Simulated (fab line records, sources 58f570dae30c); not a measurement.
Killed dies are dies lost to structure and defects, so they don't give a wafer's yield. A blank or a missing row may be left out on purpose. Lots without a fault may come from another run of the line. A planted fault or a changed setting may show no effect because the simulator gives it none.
One fault seen from 2 desks | flow berkeley_cmos170 | each desk has only its own numbers; what lay behind them comes last

THE METROLOGY DESK
What the gauges read, lot by lot, whatever tool the lot ran on: means of the sampled wafers that have a number. A lot is out of limits, marked OUT, if its mean lies more than 4 standard deviations from the usual mean; the brackets give that distance.
Columns: A = NVT_TW at UCB170_NVT_TW_MEAS_09, usual 525; B = PVT_OVL at UCB170_PVT_OVL_MEAS_06, usual 0 nm; C = PVT_TW at UCB170_PVT_TW_MEAS_09, usual 512
lot  | first seen here | A   | B  | C
L328 | day 6 21:05     | 522 | -0 | 514
L339 | day 8 16:16     | 530 | -0 | 516
L337 | day 8 16:27     | 524 | 7  | 500
L344 | day 9 17:40     | 534 | 2  | 505
L342 | day 9 17:46     | 523 | 2  | 519
L345 | day 10 04:35    | 525 | -6 | 513
This desk's finding: nothing out of limits on any of the 6 lots.

THE TOOL OWNER'S DESK: plasma_asher-04
The tool's own readings at UCB170_PVT_STRIP_08 (strips in O2): means of the sampled wafers that have a number, for each lot that ran on this tool. A lot is out of limits, marked OUT, if its mean lies more than 4 standard deviations from the usual mean; the brackets give that distance.
Columns: A = chamber_pressure_mTorr at UCB170_PVT_STRIP_08, usual 3500 mTorr; B = drypump_motor_current_A at UCB170_PVT_STRIP_08, usual 5.9 A; C = oes_product_au at UCB170_PVT_STRIP_08, usual 0.735 a.u.; D = strip_time_to_endpoint_s at UCB170_PVT_STRIP_08, usual 21.65 s
lot  | first seen here | A    | B   | C     | D
L328 | day 6 22:49     | 3500 | 6.3 | 0.736 | 21.60
This desk's finding: nothing out of limits on the one lot.

PUT TOGETHER
The metrology desk saw nothing out of limits.
The tool owner's desk saw nothing out of limits.

WHAT THE SIMULATOR HAD PUT IN
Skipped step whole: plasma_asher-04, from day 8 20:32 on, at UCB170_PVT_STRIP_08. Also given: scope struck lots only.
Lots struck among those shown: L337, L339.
